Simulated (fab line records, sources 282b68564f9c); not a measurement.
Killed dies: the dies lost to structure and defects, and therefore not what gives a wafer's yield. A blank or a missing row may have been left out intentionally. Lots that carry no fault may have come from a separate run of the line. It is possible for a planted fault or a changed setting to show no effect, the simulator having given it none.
Problem report in the 8D (eight disciplines) form, filled by code || flow rit_cmos || the parts of the form that need people (team, actions taken, sign-off) are left out

1. THE ISSUE
Mean of wafer_temp_C_max at RIT_SILICIDE_RTA_04: 657.4 across 6 wafers in 2 lots; on wafers with no fault it is 653.5 (standard deviation 0.71). Measured from the usual mean, that is +5.4 standard deviations.
The step: time 10 s, ramp up 5 s, ramp down 5 s.
Seen first at day 5 11:58 on rtp_anneal-02, wafer L748.1. The record has a number at this step for 42 wafers belonging to 14 lots. By rule, "out" or "out of limits" means more than 4 standard deviations away from the usual mean. Any other wafer with a number is counted as sound.

2. WHAT IT IS, AND WHAT IT ISN'T
{"question": "which readings at this step", "is": "wafer_temp_C_max", "is not": "-"}
{"question": "which lots", "is": "L748, L750", "is not": "L739, L740, L741, L742, L743, L752, L755, L757, L758, L759, L761, L762"}
{"question": "which wafers of those lots", "is": "all that have a number", "is not": "-"}
{"question": "read on which tools", "is": "rtp_anneal-02", "is not": "rtp_anneal-01"}
{"question": "when", "is": "from day 5 11:58", "is not": "up to then (15 sound wafers); but 21 sound wafers of L752, L755, L757, L758, L759, L761, L762 came after"}

3. THE SUSPECTS, EACH WITH WHAT RULES IT OUT
Counting: a tool stays on the suspect list if, at a process step up to the reading, it processed all lots that are out and no sound lot following the first of them.
- rtp_anneal-02 at RIT_SILICIDE_RTA_04 (time 10 s, ramp up 5 s, ramp down 5 s): ruled out as a lasting fault. After its first lot that is out, L748 (day 5 11:58), sound lots L762 ran on it.
Left after counting: nothing in the record.

4. THE CAUSE (what the simulator had put in)
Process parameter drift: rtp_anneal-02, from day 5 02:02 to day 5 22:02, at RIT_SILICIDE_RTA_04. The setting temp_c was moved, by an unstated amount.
Counting ruled it out, wrongly.

5. SEQUENCE OF EFFECTS, ordered by route
One row per reading whose mean, taken over the struck wafers that have a number, lies over 3 standard deviations from the usual. Readings are gone through only where the record gives a usual standard deviation; hours: the median, over the lots, of the time from a lot's start at the first step in this table giving one to that lot's start at this step; sigmas: the change measured in usual standard deviations.
{"hours": 0, "step": "RIT_SILICIDE_RTA_04", "reading": "wafer_temp_C_max", "usual": 653.5, "on struck wafers": 657.4, "change": "+3.9", "sigmas": "+5.4"}
It contains these process steps:
- RIT_SILICIDE_RTA_04: time 10 s, ramp up 5 s, ramp down 5 s.
Later measuring or inspecting steps at which every struck wafer that the step has a row for has a number for every such reading, and none has moved that far: RIT_M1_RS_MEAS_01, RIT_M1_OVL_MEAS_10.

6. HOW IT WOULD HAVE BEEN CAUGHT EARLIER
First out-of-limits reading in this record: day 5 11:58, which is 10 hours after fault onset at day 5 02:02.
